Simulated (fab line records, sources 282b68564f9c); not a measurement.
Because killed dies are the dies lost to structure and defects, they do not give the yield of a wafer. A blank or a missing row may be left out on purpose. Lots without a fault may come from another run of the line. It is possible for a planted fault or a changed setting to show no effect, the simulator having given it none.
Problem report, 8D (eight disciplines) form, completed by code / flow rit cmos / the parts of the form that need people (team, actions taken, sign-off) are left out

## 1. THE ISSUE
heater power total W at RIT_CONTACT_SOFTBAKE_04 reads a mean of 35.52 W on 6 wafers of 2 lots; wafers without a fault read 34.56 W with a standard deviation of 0.053. That is +18 standard deviations from the usual mean.
The step: time 60 s.
Earliest sighting: wafer L223.1 on litho track-01 at day 4 10:04. Wafers with a number at this step in the record: 42, from 14 lots. By rule, "out" or "out of limits" means more than 4 standard deviations away from the usual mean. Any other wafer with a number is counted as sound.

## 2. WHAT IT IS AND WHAT IT IS NOT
question=which readings at this step | is=heater power total W, plate temp C | is not=-
question=which lots | is=L223, L227 | is not=L218, L220, L221, L222, L224, L226, L235, L237, L238, L239, L240, L241
question=which wafers of those lots | is=all that have a number | is not=-
question=read on which tools | is=litho track-01 | is not=litho track-03, litho track-04
question=when | is=from day 4 10:04 | is not=up to then (12 sound wafers); but 24 sound wafers of L224, L226, L235, L237, L238, L239, L240, L241 came after

## 3. THE SUSPECTS, EACH WITH WHAT RULES IT OUT
Counting: a tool at any process step up to the reading remains a suspect when it ran all the lots that are out and ran no sound lot after the first of those.
- litho track-01 at RIT_CONTACT_SOFTBAKE_04 (time 60 s): ruled out as a lasting fault. Following L223 (day 4 10:04), the first lot on it that is out, the sound lots L241 were run on it.
Left after counting: nothing in the record.

## 4. THE CAUSE (what the simulator had put in)
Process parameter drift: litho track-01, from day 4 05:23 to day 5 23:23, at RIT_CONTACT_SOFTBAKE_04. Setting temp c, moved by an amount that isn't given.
Counting ruled it out, wrongly.

## 5. THE EFFECT CHAIN, in route order
Each row: a reading where the mean over the struck wafers with a number is more than 3 standard deviations away from the usual. Scope: only readings with a usual standard deviation given in the record; hours: median across lots of the time from each lot's start at the first step in this table that gives one to its start at this step; sigmas: change in usual standard deviations.
hours=0; step=RIT_CONTACT_SOFTBAKE_04; reading=heater power total W; usual=34.56 W; on struck wafers=35.52; change=+0.96; sigmas=+18
hours=0; step=RIT_CONTACT_SOFTBAKE_04; reading=plate temp C; usual=89.99 C; on struck wafers=91.75; change=+1.76; sigmas=+16
The process steps in it:
- RIT_CONTACT_SOFTBAKE_04: time 60 s.

## 6. WHAT WOULD HAVE CAUGHT IT SOONER
5 hours passed between the start of the fault at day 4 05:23 and the first reading out of limits in this record, taken at day 4 10:04.
